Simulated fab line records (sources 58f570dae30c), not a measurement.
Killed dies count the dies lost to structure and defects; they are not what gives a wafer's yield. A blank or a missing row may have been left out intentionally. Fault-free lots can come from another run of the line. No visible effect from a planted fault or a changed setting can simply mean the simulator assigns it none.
Which tool was responsible? | flow berkeley-cmos170 | 7 lots, 21 wafers sampled, at 2 steps of a route of 331

== WHAT THE GAUGES SHOWED, per wafer ==
UCB170_NLDD_CD_MEAS_06: the cd target is 1200 nm.
lot  | measured     | on        | cd-nm (nm)
L752 | day 7 02:24  | cd-sem-02 | 1201.4 1202.0 1201.4
L753 | day 7 13:22  | cd-sem-01 | 1199.8 1201.1 1201.3
L759 | day 8 13:07  | cd-sem-02 | 1201.1 1200.9 1202.6
L761 | day 8 23:52  | cd-sem-02 | 1211.7 1203.1 1200.4
L762 | day 9 04:40  | cd-sem-02 | 1200.5 1199.4 1199.4
L765 | day 9 16:09  | cd-sem-01 | 1202.1 1200.1 1200.8
L771 | day 11 05:44 | cd-sem-01 | 1203.0 1203.9 1203.3

== WHICH TOOL RAN EACH LOT (tool, then ch and the chambers of the sampled wafers, then the start) ==
lot  | UCB170_NLDD_EXPOSE_03
L752 | krf-scanner-02 ch 0, day 7 01:40
L753 | krf-scanner-01 ch 0, day 7 12:22
L759 | krf-scanner-02 ch 0, day 8 12:19
L761 | krf-scanner-02 ch 0, day 8 23:29
L762 | krf-scanner-01 ch 0, day 9 04:04
L765 | krf-scanner-01 ch 0, day 9 15:32
L771 | krf-scanner-01 ch 0, day 11 05:02
- UCB170_NLDD_EXPOSE_03: exposes mask NSELECT, target cd 1200 nm.

== THE ANSWER, worked out from the rows above alone ==
Rule: the usual values come from the lots themselves. Put in order of their means at a reading, lots are off if they are a third of the lots or fewer, leave a main group of 4 or more, and stand apart from it by a gap of 3 or more times the standard deviation of the main group's means; of several such gaps the widest counts. Not used: any main group whose means are identical at the precision the tables above print for the reading. Also off: a lot with no number at a reading for which 4 or more lots have one. All remaining lots with rows at the step are treated as sound.
None of the lots is off at any reading shown; this tells nothing.

== WHAT THE SIMULATOR HAD INSERTED ==
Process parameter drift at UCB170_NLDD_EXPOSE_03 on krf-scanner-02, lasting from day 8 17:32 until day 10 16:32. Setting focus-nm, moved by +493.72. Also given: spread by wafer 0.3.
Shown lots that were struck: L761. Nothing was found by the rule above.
